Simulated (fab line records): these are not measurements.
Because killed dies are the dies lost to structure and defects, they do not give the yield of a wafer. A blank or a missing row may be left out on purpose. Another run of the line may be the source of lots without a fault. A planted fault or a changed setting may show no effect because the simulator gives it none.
Problem report, 8D (eight disciplines) form, completed by code | flow berkeley_cmos170 | the parts of the form that need people (team, actions taken, sign-off) are left out

## 1. PROBLEM STATEMENT
Wafers without a fault read 21.00 C, standard deviation 0.11; developer_temp_C at UCB170_NVT_DEVELOP_05 reads a mean of 20.07 C on 9 wafers belonging to 3 lots. Measured from the usual mean, that is -8.5 standard deviations.
The step: develop time 45 s.
The first sign was on wafer L972.1 at day 7 09:00, on litho_track-03. The record has a number at this step for 45 wafers belonging to 15 lots. The rule behind "out" and "out of limits": a value lying over 4 standard deviations away from the usual mean. Any other wafer with a number is counted as sound.

## 2. WHAT IT IS, WHAT IT ISN'T
question                    | is                     | is not
which readings at this step | developer_temp_C       | -
which lots                  | L972, L975, L976       | L967, L968, L969, L971, L973, L979, L980, L983, L985, L986, L987, L988
which wafers of those lots  | all that have a number | -
read on which tools         | litho_track-03         | litho_track-02, litho_track-04
when                        | from day 7 09:00       | up to then (15 sound wafers); but 21 sound wafers of L979, L980, L983, L985, L986, L987, L988 came after

## 3. SUSPECTS, AND WHAT RULES EACH OUT
Counting: any tool at a process step up to the reading is kept as a suspect provided that every lot that is out went through it and no sound lot did after the first of them.
- litho_track-03 at UCB170_NVT_DEVELOP_05 (develop time 45 s): kept. It processed each lot that is out, first L972 at day 7 09:00, and no sound lot thereafter; up to then, the last sound lot it processed was L973 at day 7 09:00. On those wafers its own readings are out: developer_temp_C.
Left after counting: litho_track-03 at UCB170_NVT_DEVELOP_05.

## 4. THE CAUSE (what the simulator had put in)
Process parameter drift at UCB170_NVT_DEVELOP_05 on litho_track-03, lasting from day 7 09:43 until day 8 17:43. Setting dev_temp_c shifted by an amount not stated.
After counting, this tool was the only one left.

## 5. SEQUENCE OF EFFECTS, ordered by route
Each row: a reading whose mean over the struck wafers that have a number lies more than 3 standard deviations from the usual. Only readings for which the record gives a usual standard deviation are gone through. hours: the time from each lot's start at the first step in this table that gives one to its start at this step, as a median over the lots. sigmas: the change in usual standard deviations.
hours | step                  | reading          | usual   | on struck wafers | change | sigmas
0     | UCB170_NVT_DEVELOP_05 | developer_temp_C | 21.00 C | 20.07            | -0.93  | -8.5
It contains these process steps:
- UCB170_NVT_DEVELOP_05: develop time 45 s.
Later steps that measure or inspect, where all struck wafers having a row at the step show a number for every such reading and not one has moved that far: UCB170_PSD_TW_MEAS_10.

## 6. WHAT WOULD HAVE CAUGHT IT SOONER
In this record the first reading out of limits was taken at day 7 09:00.
